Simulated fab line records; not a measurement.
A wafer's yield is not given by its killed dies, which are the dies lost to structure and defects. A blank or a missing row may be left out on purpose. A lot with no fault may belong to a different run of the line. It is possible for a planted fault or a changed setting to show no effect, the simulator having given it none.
One fault through the eyes of 2 desks :: flow rit cmos :: each desk has only its own numbers; what lay behind them comes last

FROM THE METROLOGY DESK
Means of the sampled wafers that have a number, per lot and without regard to the tool the lot ran on: this is what the gauges read. Marked OUT: a lot whose mean sits more than 4 standard deviations from the usual mean, which makes it out of limits; the brackets give that distance.
Columns: A = SILICIDE_TI_RS at RIT_SILICIDE_RS_MEAS_02, usual 48.0 ohm/sq; B = SILICIDE_TI_THK at RIT_SILICIDE_THK_MEAS_03, usual 30.3 nm
lot: L742
first seen here: day 3 02:22
A: 47.5
B: 30.6

lot: L745
first seen here: day 3 16:52
A: 47.8
B: 30.2

lot: L746
first seen here: day 3 22:09
A: 49.2
B: 29.7

lot: L747
first seen here: day 4 08:08
A: 47.3
B: 30.6

lot: L749
first seen here: day 4 13:27
A: 48.9
B: 30.1

lot: L750
first seen here: day 4 20:20
A: 47.7
B: 30.5

lot: L751
first seen here: day 4 22:26
A: 46.8
B: 31.0

lot: L753
first seen here: day 5 09:40
A: 48.7
B: 29.6

lot: L755
first seen here: day 6 00:09
A: 47.4
B: 30.5

lot: L756
first seen here: day 6 05:49
A: 48.0
B: 30.2

lot: L757
first seen here: day 6 07:04
A: 47.4
B: 30.3

lot: L761
first seen here: day 7 03:55
A: 44.5 (-4.4) OUT
B: 32.1

lot: L763
first seen here: day 7 13:20
A: 44.9
B: 32.0

lot: L764
first seen here: day 7 16:32
A: 48.2
B: 30.1
This desk's result: L761 out of limits, first on L761 (SILICIDE_TI_RS at RIT_SILICIDE_RS_MEAS_02), day 7 03:55. L742, L745, L746, L747, L749, L750, L751, L753, L755, L756, L757, L763, L764 stayed within limits.

DESK OF THE TOOL OWNER: pvd sputter-03
The tool's own readings at RIT_SILICIDE_SPUTTER_01 (material Ti, target thk 30 nm, time 240 s): means of the sampled wafers that have a number, for each lot that ran on this tool. Marked OUT: a lot whose mean sits more than 4 standard deviations from the usual mean, which makes it out of limits; the brackets give that distance.
Columns: A = throttle valve pct at RIT_SILICIDE_SPUTTER_01, usual 30.3 %
lot: L742
first seen here: day 3 02:11
A: 29.9

lot: L746
first seen here: day 3 22:00
A: 30.2

lot: L749
first seen here: day 4 13:18
A: 30.6

lot: L751
first seen here: day 4 22:16
A: 30.2

lot: L753
first seen here: day 5 09:29
A: 30.1

lot: L755
first seen here: day 6 00:00
A: 30.8

lot: L757
first seen here: day 6 06:53
A: 30.5

lot: L761
first seen here: day 7 03:46
A: 30.9

lot: L763
first seen here: day 7 13:08
A: 30.2
Finding of this desk: none of the 9 lots has anything out of limits.

ALL TOGETHER
On L761, the metrology desk was in a position to raise an alarm at day 7 03:55.
The tool owner's desk saw nothing out of limits.
The tool owner's desk has L761 on record, within its limits.
Every lot named ran RIT_SILICIDE_SPUTTER_01 on pvd sputter-03.

WHAT THE SIMULATOR HAD INSERTED
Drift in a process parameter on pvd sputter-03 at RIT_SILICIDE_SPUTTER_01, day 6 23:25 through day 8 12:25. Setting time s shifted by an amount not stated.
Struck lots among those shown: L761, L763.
Per desk, hours elapsed from the start of the fault to the first reading out of limits: for the metrology desk, 4.
